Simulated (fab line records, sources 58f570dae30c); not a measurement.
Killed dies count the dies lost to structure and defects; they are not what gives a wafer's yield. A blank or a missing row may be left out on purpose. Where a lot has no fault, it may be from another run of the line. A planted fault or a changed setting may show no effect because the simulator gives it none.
A struck lot beside a sound one | flow berkeley_cmos170 | 27 out of 331 route steps
Sound: the wafers L508.3, L508.4, L508.6. The struck wafers were L520.1, L520.5, L520.6. Last of all comes the cause.
Per side, at each step with rows, come the tool, then ch with its chambers, and then its first start. Under that, the readings that differ: sound wafers | struck wafers | difference of the means | sigmas: that difference in standard deviations of wafers without a fault.
alike: readings whose means differ by less than 2 such deviations, and words and numbers that are the same on both sides. not compared: withheld readings, readings that some wafer has no value for, bounds like >300 that may hide the same value, and numbers for which the record gives no deviation and whose values overlap.
The two part at a step that has a row with sigmas, a row that says differs or no value, or rows on one side only. When numbers do not overlap yet have no deviation, they are printed without sigmas and do not part them. Lack of a reading on every wafer of one side parts them only where that side has two or more wafers.

first, 1 step without rows for these wafers: UCB170_PSD_IMPLANT_08.
UCB170_PSD_STRIP_09: strips in O2.
  sound on plasma_asher-04 ch 0,1, day 7 01:34; struck on plasma_asher-03 ch 0,1, day 9 11:28
  alike: drypump_motor_current_A, oes_product_au, strip_time_to_endpoint_s
  not compared: rf_hours_counter_h
UCB170_PSD_TW_MEAS_10:
  sound on film_metro-02 at day 7 01:39; struck on film_metro-03 at day 9 11:34
  alike: PSD_TW
then, 7 steps without rows for these wafers: UCB170_PSD_CLEAN_11 (cleans in SPM, time 600 s); UCB170_NSD_HMDS_00 (prime time 60 s); UCB170_NSD_COAT_01 (resist thk 900 nm); UCB170_NSD_SOFTBAKE_02 (time 60 s); UCB170_NSD_EXPOSE_03 (exposes mask NSELECT MOD, target cd 1200 nm); UCB170_NSD_PEB_04; UCB170_NSD_DEVELOP_05 (develop time 45 s).
UCB170_NSD_CD_MEAS_06 targets a cd of 1200 nm.
  sound on cd_sem-02 at day 7 03:33; struck on cd_sem-02 at day 9 13:49
  alike: cd_nm
UCB170_NSD_OVL_MEAS_07:
  sound on overlay-01 at day 7 03:39; struck on overlay-02 at day 9 13:56
  alike: NSD_OVL
UCB170_NSD_IMPLANT_08:
  sound on implanter-03 ch 0, day 7 03:43; struck on implanter-04 ch 0, day 9 14:32
  alike: tilt_deg
UCB170_NSD_STRIP_09: strips in O2.
  sound on plasma_asher-01 ch 0,1, day 7 03:51; struck on plasma_asher-01 ch 0,1, day 9 14:41
  reading                      | sound             | struck            | difference | sigmas
  oes_product_au (a.u.)        | 0.533 0.540 0.534 | 0.487 0.485 0.489 | -0.049     | -10
  strip_time_to_endpoint_s (s) | 35.79 35.75 35.78 | 42.67 42.61 42.69 | +6.88      | +99 or more
  alike: drypump_motor_current_A
  not compared: rf_hours_counter_h
UCB170_NSD_TW_MEAS_10:
  sound on film_metro-01 at day 7 03:56; struck on film_metro-01 at day 9 14:47
  reading | sound          | struck         | difference | sigmas
  NSD_TW  | 4230 4236 4211 | 4482 4492 4478 | +258       | +10
then, 4 steps without rows for these wafers: UCB170_NSD_CLEAN_11 (cleans in SPM, time 600 s); UCB170_BACKSIDE_HMDS_00 (prime time 60 s); UCB170_BACKSIDE_COAT_01 (resist thk 900 nm); UCB170_BACKSIDE_SOFTBAKE_02 (time 60 s).
UCB170_BACKSIDE_STRIP_03: strips in O2.
  sound on plasma_asher-02 ch 0,1, day 7 05:12; struck on plasma_asher-02 ch 0,1, day 9 15:32
  alike: drypump_motor_current_A, oes_product_au, strip_time_to_endpoint_s
  not compared: rf_hours_counter_h
then, 1 step without rows for these wafers: UCB170_BACKSIDE_CLEAN_04 (cleans in SPM, time 600 s).
UCB170_SDANNEAL_RTA_00: time 10 s.
  sound on rtp_anneal-02 ch 0, day 7 05:39; struck on rtp_anneal-02 ch 0, day 9 15:51
  alike: chamber_o2_ppm, lamp_power_pct, wafer_temp_C_max
UCB170_SDANNEAL_RTA_01: time 5.237 s.
  sound on rtp_anneal-02 ch 0, day 7 05:43; struck on rtp_anneal-02 ch 0, day 9 15:55
  alike: chamber_o2_ppm, lamp_power_pct, wafer_temp_C_max
UCB170_SDANNEAL_RS_MEAS_02: uses a four-point probe to measure.
  sound on film_metro-03 at day 7 05:48; struck on film_metro-02 at day 9 15:58
  alike: PSD_RS
UCB170_SDANNEAL_RS_MEAS_03: uses a four-point probe to measure.
  sound on film_metro-03 at day 7 05:55; struck on film_metro-02 at day 9 16:05
  reading         | sound             | struck            | difference | sigmas
  NSD_RS (ohm/sq) | 37.08 37.20 37.20 | 30.01 30.06 30.08 | -7.11      | -73
UCB170_SDANNEAL_RS_MEAS_04: uses a four-point probe to measure.
  sound on film_metro-03 at day 7 06:02; struck on film_metro-02 at day 9 16:13
  alike: PLDD_RS
UCB170_M3_PROBE_99:
  rows exist in the record for the struck wafers here (prober-02, day 10 21:56), but not for the sound ones

## WHERE THEY PART
Last at UCB170_M3_PROBE_99 as far as this record goes, first at UCB170_NSD_STRIP_09.

WHY: the cause the simulator had injected
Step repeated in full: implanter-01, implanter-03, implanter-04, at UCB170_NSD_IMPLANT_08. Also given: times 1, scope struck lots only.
